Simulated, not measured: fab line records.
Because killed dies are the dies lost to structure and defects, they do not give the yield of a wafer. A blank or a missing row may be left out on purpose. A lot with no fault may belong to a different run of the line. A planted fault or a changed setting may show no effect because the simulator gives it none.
Problem report, 8D (eight disciplines) form, completed by code -- flow berkeleyCmos170 -- the parts of the form that need people (team, actions taken, sign-off) are left out

1. THE ISSUE
oesProductAu at UCB170_M1_ETCH_11 reads a mean of 1.244 a.u. on 2 wafers of 2 lots; wafers without a fault read 1.002 a.u. with a standard deviation of 0.018. That puts it +13 standard deviations away from the usual mean.
The step: etches BARC in N2/H2.
First seen on wafer L814.1, day 11 23:38, on rieDiel-04. The record holds 18 wafers of 6 lots with a number at this step. Rule for "out" (also "out of limits"): further than 4 standard deviations from the usual mean. All remaining wafers that have a number are taken as sound.

2. WHAT THIS IS AND IS NOT
question,is,is not
which readings at this step,oesProductAu,"drypumpMotorCurrentA, throttleValvePct"
which lots,"L814, L816","L801, L805, L817, L819"
which wafers of those lots,"L814.1, L816.3","L814.2, L814.4, L816.1, L816.5"
read on which tools,rieDiel-04,"rieDiel-02, rieDiel-03"
when,from day 11 23:38,"up to then (8 sound wafers); but 8 sound wafers of L816, L817, L819 came after"

3. WHAT RULES OUT EACH SUSPECT
Counting: if a tool at a process step up to the reading ran every lot that is out, it stays a suspect. Sound lots after the first of them don't rule it out here, since some wafers of a struck lot are sound.
- rieDiel-04 at UCB170_M1_ETCH_11 (etches BARC in N2/H2): kept. It processed each lot that is out (first: L814, day 11 23:38); up to then, its last sound lot is L805 (day 9 13:16). Its own oesProductAu readings are out on those wafers.
- At UCB170_M1_ETCH_11, inside rieDiel-04: chamber 3 took the wafers that are out, while their sound lot-mates went through chambers 0, 1.
The count leaves rieDiel-04 at UCB170_M1_ETCH_11.

4. THE CAUSE (what the simulator had put in)
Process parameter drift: rieDiel-04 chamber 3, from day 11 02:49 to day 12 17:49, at UCB170_M1_ETCH_11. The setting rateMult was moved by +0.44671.
Counting left only this tool.

5. SEQUENCE OF EFFECTS, ordered by route
Each row: a reading where the mean over the struck wafers with a number is more than 3 standard deviations away from the usual. Readings are gone through only where the record gives a usual standard deviation; hours: the median, over the lots, of the time from a lot's start at the first step in this table giving one to that lot's start at this step; sigmas: the change measured in usual standard deviations.
hours,step,reading,usual,on struck wafers,change,sigmas
0,UCB170_M1_ETCH_11,oesProductAu,1.002 a.u.,1.244,+0.242,+13
The process steps in it:
- UCB170_M1_ETCH_11: etches BARC in N2/H2.

6. HOW IT WOULD HAVE BEEN CAUGHT EARLIER
First out-of-limits reading in this record: day 11 23:38, which is 21 hours after fault onset at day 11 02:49.
